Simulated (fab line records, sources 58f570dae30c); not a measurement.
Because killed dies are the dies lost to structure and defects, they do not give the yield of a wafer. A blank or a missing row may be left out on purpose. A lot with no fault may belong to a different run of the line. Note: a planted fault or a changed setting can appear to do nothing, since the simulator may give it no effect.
Problem report in the 8D (eight disciplines) form, filled by code    flow berkeley-cmos170    the parts of the form that need people (team, actions taken, sign-off) are left out

## 1. WHAT IS WRONG
Wafers free of any fault read 75.46 ohm/sq (standard deviation 0.27) for PSD_RS at UCB170_SDANNEAL_RS_MEAS_02, against a mean of 72.63 ohm/sq on 6 wafers of 2 lots. Relative to the usual mean, that is a shift of -10 standard deviations.
The step: measures by four-point-probe.
First seen on wafer L449.3, day 11 05:16, on film-metro-02. The record holds 42 wafers of 14 lots with a number at this step. The rule behind "out" and "out of limits": a value lying over 4 standard deviations away from the usual mean. Any other wafer with a number is counted as sound.

## 2. WHAT IT IS, WHAT IT ISN'T
question                     is                            is not
which readings at this step  PSD_RS                        -
which lots                   L448, L449                    L426, L429, L431, L432, L433, L434, L435, L436, L437, L438, L442, L443
which wafers of those lots   all that have a number        -
read on which gauges         film-metro-01, film-metro-02  film-metro-03
when                         from day 11 05:16             up to then (36 sound wafers)

## 3. THE SUSPECTS, EACH WITH WHAT RULES IT OUT
Counting: a tool at a process step up to the reading stays a suspect if it ran every lot that is out and no sound lot after the first of them.
- the gauge at UCB170_SDANNEAL_RS_MEAS_02 has been ruled out. The wafers that are out were read on 2 gauges (film-metro-01, film-metro-02).
- implanter-02 at UCB170_PSD_IMPLANT_08: kept. All lots that are out passed through it, beginning with L449 at day 10 23:37, and no sound lot followed; its final sound lot before that point was L443 at day 10 03:54. Out on those wafers are its own readings of dose-ions-cm2.
- plasma-asher-02 at UCB170_PSD_STRIP_09 (strips in O2): kept. All lots that are out passed through it, beginning with L449 at day 10 23:45, and no sound lot followed; its final sound lot before that point was L443 at day 10 04:03. Out on those wafers are its own readings of strip-time-to-endpoint-s.
- rtp-anneal-02 at UCB170_SDANNEAL_RTA_00 (time 10 s): kept. All lots that are out passed through it, beginning with L449 at day 11 05:08, and no sound lot followed; its final sound lot before that point was L443 at day 10 07:32.
The count leaves implanter-02 at UCB170_PSD_IMPLANT_08, plasma-asher-02 at UCB170_PSD_STRIP_09, and rtp-anneal-02 at UCB170_SDANNEAL_RTA_00.

## 4. THE CAUSE (what the simulator had put in)
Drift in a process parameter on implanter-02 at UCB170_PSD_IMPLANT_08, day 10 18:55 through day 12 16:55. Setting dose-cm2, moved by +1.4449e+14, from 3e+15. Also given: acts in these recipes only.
This tool is one of the 3 suspects left after counting.

## 5. SEQUENCE OF EFFECTS, ordered by route
Each row: a reading where the mean over the struck wafers with a number is more than 3 standard deviations away from the usual. Only readings for which the record gives a usual standard deviation are gone through. hours: the time from each lot's start at the first step in this table that gives one to its start at this step, as a median over the lots. sigmas: the change in usual standard deviations.
hours  step                        reading                   usual         on struck wafers  change  sigmas
0      UCB170_PSD_IMPLANT_08       dose-ions-cm2             3e+15         3e+15             +1e+14  +45
0      UCB170_PSD_STRIP_09         strip-time-to-endpoint-s  29.40 s       29.96             +0.56   +7.1
6      UCB170_SDANNEAL_RS_MEAS_02  PSD_RS                    75.46 ohm/sq  72.63             -2.83   -10
It contains these process steps:
- UCB170_PSD_IMPLANT_08
- UCB170_PSD_STRIP_09: strips in O2.

## 6. HOW IT WOULD HAVE BEEN CAUGHT EARLIER
The first out-of-limits reading at a measuring or inspecting step in this record came at day 11 05:16, 10 hours after the fault's start at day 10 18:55.
The tool's own readings at UCB170_PSD_IMPLANT_08 were out on every struck wafer that the step has a row for (dose-ions-cm2): an alarm limit on them would have fired on the first of those.
The start of UCB170_PSD_IMPLANT_08 on implanter-02 came by day 11 05:16 for every one of the lots that are out (2). None of them would have been spared by holding the tool at that moment.
